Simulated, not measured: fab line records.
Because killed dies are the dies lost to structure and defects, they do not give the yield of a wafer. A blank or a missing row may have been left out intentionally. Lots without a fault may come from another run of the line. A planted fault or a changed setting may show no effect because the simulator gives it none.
Which of the tools did it?    flow rit cmos    42 wafers from 14 lots sampled at 6 of the route's 202 steps

## WHAT EACH GAUGE READ, for each wafer
RIT_PRETRO_OVL_MEAS_06. Usual: PRETRO_OVL typically reads 0.3 nm, with standard deviation 1.
lot   measured     on          PRETRO_OVL (nm)  flag
L103  day 2 13:25  overlay-02  -0.2 1.3 0.3     
L104  day 2 21:28  overlay-02  -0.3 0.0 0.5     
L105  day 3 00:57  overlay-02  -0.1 0.4 1.4     
L107  day 3 09:59  overlay-02  1.2 0.3 1.5      
L111  day 4 05:31  overlay-01  -0.7 -1.0 0.4    
L115  day 5 02:07  overlay-01  0.5 -0.9 0.0     
L116  day 5 06:34  overlay-01  0.9 1.0 1.4      
L117  day 5 12:07  overlay-01  2.8 3.5 2.7      
L118  day 5 17:04  overlay-02  1.1 0.8 -0.5     
L120  day 6 05:06  overlay-02  -0.7 -0.1 -0.1   
L121  day 6 07:48  overlay-02  2.1 0.7 0.6      
L123  day 6 17:55  overlay-01  1.0 0.1 -0.2     
L124  day 6 23:14  overlay-01  -0.3 -0.4 0.1    
L125  day 7 05:29  overlay-02  0.7 0.2 2.3      

RIT_PLDD_TW_MEAS_10. Usual: PLDD_TW typically reads 2346, with standard deviation 19.
lot   measured     on             PLDD_TW         flag
L103  day 3 02:01  film metro-02  2342 2351 2340  
L104  day 3 10:29  film metro-02  2335 2340 2345  
L105  day 3 14:47  film metro-03  2156 2322 2265  OFF
L107  day 4 01:06  film metro-01  2161 2260 2267  OFF
L111  day 4 19:17  film metro-01  2343 2360 2357  
L115  day 5 18:40  film metro-03  2335 2311 2319  
L116  day 5 21:19  film metro-02  2354 2338 2359  
L117  day 6 01:11  film metro-02  2371 2359 2370  
L118  day 6 04:54  film metro-01  2362 2351 2359  
L120  day 6 18:06  film metro-03  2333 2314 2297  
L121  day 6 20:43  film metro-01  2355 2356 2366  
L123  day 7 09:43  film metro-03  2318 2308 2325  
L124  day 7 14:14  film metro-01  2346 2354 2359  
L125  day 7 20:38  film metro-02  2352 2362 2360  

RIT_SDANNEAL_RS_MEAS_06: the measuring method here is four-point-probe. Usual: PLDD_RS typically reads 179.1 ohm/sq, with standard deviation 0.4.
lot   measured     on             PLDD_RS (ohm/sq)   flag
L103  day 3 08:25  film metro-03  178.9 178.9 178.4  
L104  day 3 16:49  film metro-03  179.0 178.9 179.1  
L105  day 3 21:34  film metro-03  183.4 179.5 181.7  OFF
L107  day 4 07:20  film metro-02  183.8 183.2 182.3  OFF
L111  day 5 01:46  film metro-01  179.0 178.7 179.4  
L115  day 6 00:44  film metro-01  179.0 179.7 179.6  
L116  day 6 03:35  film metro-02  179.9 179.5 179.3  
L117  day 6 07:17  film metro-02  178.7 178.6 178.9  
L118  day 6 11:04  film metro-02  179.3 179.2 179.0  
L120  day 7 00:18  film metro-02  178.6 178.2 179.3  
L121  day 7 03:09  film metro-02  178.7 178.8 179.3  
L123  day 7 15:56  film metro-01  179.0 178.9 179.4  
L124  day 7 22:07  film metro-03  178.6 178.4 179.3  
L125  day 8 02:49  film metro-01  178.5 179.0 178.8  

## TOOL THAT RAN EACH LOT (tool first, then ch and the chambers of the sampled wafers, then the start)
lot   RIT_PWELL_STRIP_09                   RIT_NLDD_STRIP_09                    RIT_PLDD_IMPLANT_08
L103  plasma asher-01 ch 0,1, day 2 05:07  plasma asher-03 ch 0,1, day 3 00:01  implanter-02 ch 0, day 3 01:37
L104  plasma asher-02 ch 0,1, day 2 11:50  plasma asher-03 ch 0,1, day 3 08:46  implanter-02 ch 0, day 3 10:11
L105  plasma asher-01 ch 0,1, day 2 15:50  plasma asher-01 ch 0,1, day 3 12:58  implanter-02 ch 0, day 3 14:28
L107  plasma asher-03 ch 0,1, day 3 01:49  plasma asher-02 ch 0,1, day 3 23:29  implanter-02 ch 0, day 4 00:47
L111  plasma asher-01 ch 0,1, day 3 21:19  plasma asher-03 ch 0,1, day 4 17:43  implanter-04 ch 0, day 4 19:01
L115  plasma asher-02 ch 0, day 4 17:21    plasma asher-01 ch 0,1, day 5 17:00  implanter-03 ch 0, day 5 18:22
L116  plasma asher-03 ch 0,1, day 4 22:15  plasma asher-01 ch 0,1, day 5 19:35  implanter-03 ch 0, day 5 21:00
L117  plasma asher-02 ch 0,1, day 5 02:11  plasma asher-03 ch 1, day 5 23:35    implanter-04 ch 0, day 6 00:52
L118  plasma asher-01 ch 0,1, day 5 08:53  plasma asher-03 ch 0,1, day 6 03:18  implanter-03 ch 0, day 6 04:34
L120  plasma asher-03 ch 0,1, day 5 19:50  plasma asher-02 ch 0,1, day 6 16:23  implanter-04 ch 0, day 6 17:47
L121  plasma asher-02 ch 0,1, day 5 23:14  plasma asher-01 ch 0,1, day 6 19:07  implanter-03 ch 0, day 6 20:23
L123  plasma asher-01 ch 0,1, day 6 08:59  plasma asher-02 ch 0,1, day 7 08:08  implanter-02 ch 0, day 7 09:24
L124  plasma asher-02 ch 0,1, day 6 14:23  plasma asher-03 ch 0,1, day 7 12:28  implanter-02 ch 0, day 7 13:57
L125  plasma asher-02 ch 0,1, day 6 19:55  plasma asher-01 ch 0,1, day 7 18:53  implanter-02 ch 0, day 7 20:18
- RIT_PWELL_STRIP_09: strips in O2, time 180 s.
- RIT_NLDD_STRIP_09: strips in O2, time 180 s.
- RIT_PLDD_IMPLANT_08

## AS READ BY THE TOOLS THEMSELVES (means over the sampled wafers that have a number; for cases with no such wafer, the mark the record gives instead)
RIT_PWELL_STRIP_09. Usual: drypump motor current A at 5.8 A, with a standard deviation of 0.78.
lot   tool             drypump motor current A (A)  flag
L103  plasma asher-01  6.4                          
L104  plasma asher-02  5.2                          
L105  plasma asher-01  6.2                          
L107  plasma asher-03  5.8                          
L111  plasma asher-01  6.2                          
L115  plasma asher-02  4.6                          
L116  plasma asher-03  5.8                          
L117  plasma asher-02  5.8                          
L118  plasma asher-01  6.2                          
L120  plasma asher-03  5.8                          
L121  plasma asher-02  5.8                          
L123  plasma asher-01  6.3                          
L124  plasma asher-02  5.2                          
L125  plasma asher-02  5.2                          

RIT_NLDD_STRIP_09. Usual: drypump motor current A at 5.9 A, with a standard deviation of 0.7.
lot   tool             drypump motor current A (A)  flag
L103  plasma asher-03  5.4                          
L104  plasma asher-03  5.4                          
L105  plasma asher-01  6.4                          
L107  plasma asher-02  5.8                          
L111  plasma asher-03  5.8                          
L115  plasma asher-01  6.4                          
L116  plasma asher-01  6.3                          
L117  plasma asher-03  5.1                          
L118  plasma asher-03  5.5                          
L120  plasma asher-02  5.2                          
L121  plasma asher-01  6.4                          
L123  plasma asher-02  5.8                          
L124  plasma asher-03  5.8                          
L125  plasma asher-01  6.2                          

## THE ANSWER, worked out from the rows above alone
Rule: lot off if the mean of its wafers having a number is beyond 3 standard deviations from the usual mean. Also off: a lot with no number at a reading for which 4 or more lots have one. All remaining lots with rows at the step are treated as sound. First the gauges in route order, then the tools' own readings, where a lot's mean is used as printed above. The first step at which some lot is off is used, and at that step the reading that is off furthest; a lot without a number counts as furthest.
Off: L105, L107, seen at RIT_PLDD_TW_MEAS_10 (PLDD_TW).
A tool fits if, at a process step before that reading, it ran every lot that is off, and no sound lot after the first of them. The gauges at RIT_PLDD_TW_MEAS_10 are tried like those tools. Not one of the candidates tried fits.

## WHAT THE SIMULATOR HAD INSERTED
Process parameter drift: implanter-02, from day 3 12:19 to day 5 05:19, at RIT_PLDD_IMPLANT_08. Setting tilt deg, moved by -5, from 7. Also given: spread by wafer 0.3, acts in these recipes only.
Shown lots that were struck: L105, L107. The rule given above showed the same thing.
